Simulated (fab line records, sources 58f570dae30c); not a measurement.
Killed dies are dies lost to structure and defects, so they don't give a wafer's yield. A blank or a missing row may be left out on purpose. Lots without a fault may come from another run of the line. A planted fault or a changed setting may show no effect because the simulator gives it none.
Split-lot experiment | flow berkeley_cmos170 | 5 lots, 23 wafers read, on a route of 331 steps

THE SPLIT
At UCB170_M3_SPUTTER_01 (material Al, target thk 900 nm, time 120 s), the setting power_w was moved away from the recipe's 6000 W on 11 of the 23 wafers read, by -9.7% to +6.4%. The other wafers ran this setting at the recipe's value.

FROM THE SPLIT TO THE READING: what the file shows between them, 1 step
- UCB170_M3_RS_MEAS_02: measures by four-point-probe

THE READING
M3_AL_THK, in nm, at UCB170_M3_THK_MEAS_03 (measures by xrf). Fault-free wafers of this fab line usually give 912 nm, standard deviation 10 nm.

wafer  | tool, chamber at the split | power_w as run, W | against the recipe | M3_AL_THK, nm | against lot-mates on the recipe
L074.1 | pvd_sputter-04, -          | 6000              | recipe             | 918           | -
L074.3 | pvd_sputter-04, -          | 6000              | recipe             | 905           | -
L074.5 | pvd_sputter-04, -          | 6000              | recipe             | 924           | -
L078.1 | pvd_sputter-01, -          | 6000              | recipe             | 891           | -
L078.2 | pvd_sputter-01, -          | 6000              | recipe             | 890           | -
L078.3 | pvd_sputter-01, -          | 6296              | +4.9%              | 946           | +54
L078.5 | pvd_sputter-01, -          | 6296              | +4.9%              | 948           | +56
L078.6 | pvd_sputter-01, -          | 6000              | recipe             | 896           | -
L079.1 | pvd_sputter-04, -          | 6000              | recipe             | 912           | -
L079.2 | pvd_sputter-04, -          | 6000              | recipe             | 924           | -
L079.3 | pvd_sputter-04, -          | 6383              | +6.4%              | 976           | +58
L079.4 | pvd_sputter-04, -          | 6383              | +6.4%              | 975           | +57
L079.6 | pvd_sputter-04, -          | 6383              | +6.4%              | 980           | +62
L082.1 | pvd_sputter-03, -          | 6000              | recipe             | 930           | -
L082.2 | pvd_sputter-03, -          | 5585              | -6.9%              | 867           | -64
L082.3 | pvd_sputter-03, -          | 6000              | recipe             | 932           | -
L082.4 | pvd_sputter-03, -          | 5585              | -6.9%              | 852           | -79
L082.6 | pvd_sputter-03, -          | 5585              | -6.9%              | 859           | -72
L083.1 | pvd_sputter-03, -          | 5419              | -9.7%              | 808           | -94
L083.2 | pvd_sputter-03, -          | 6000              | recipe             | 900           | -
L083.3 | pvd_sputter-03, -          | 5419              | -9.7%              | 823           | -79
L083.4 | pvd_sputter-03, -          | 5419              | -9.7%              | 813           | -89
L083.6 | pvd_sputter-03, -          | 6000              | recipe             | 904           | -

THE FIT
A straight line over all 23 wafers: M3_AL_THK changes by +9.23 nm for each +1% of power_w; r = +0.97; the points scatter about the line by 13 nm.
The same after taking each lot's own level away (the mean of its wafers on the recipe; 23 wafers): +9.57 nm for each +1%; r = +0.99; scatter 6.3 nm.
On that fit, the largest move of power_w shifts the reading by 93 nm.
The lots' own levels span 892.3 to 931.0 nm, that is 3.9 times the standard deviation above.
So the lot-to-lot level changes the slope little: the two slopes agree.
Check: with one of the wafers moved furthest among these (-9.7%) left out of the fit, the line predicts -91.9 nm for it against its lot-mates. It came out at -94 nm against them.

OTHER SPLITS ON THESE WAFERS
These wafers also went through other splits before the reading. Each is held against what the fit with the lots' levels taken away leaves over:
other split on the same wafers | wafers away from the commonest value | r with M3_AL_THK (lot level and that fit taken away)
UCB170_V2_EXPOSE_09 dose_mj    | 10                                   | -0.08

THE WHOLE CHAIN: every reading that the file lists as answering this split, in the file's order
step                  | what it does                               | reading                                                                     | change (the file's fit)               | r (the file's)
UCB170_M3_SPUTTER_01  | material Al, target thk 900 nm, time 120 s | Al_of_M3_SPUTTER_01.thk_nm (the simulator's own value, which no gauge read) | +9.22 nm for each +1% of the setting  | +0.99
UCB170_M3_RS_MEAS_02  | measures by four-point-probe               | M3_AL_RS                                                                    | -0.000347 for each +1% of the setting | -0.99
UCB170_M3_THK_MEAS_03 | measures by xrf                            | M3_AL_THK                                                                   | +9.58 for each +1% of the setting     | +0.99

THE FILE'S OWN FIT
M3_AL_THK changes by +9.58 nm for each +1% of power_w, r = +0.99.
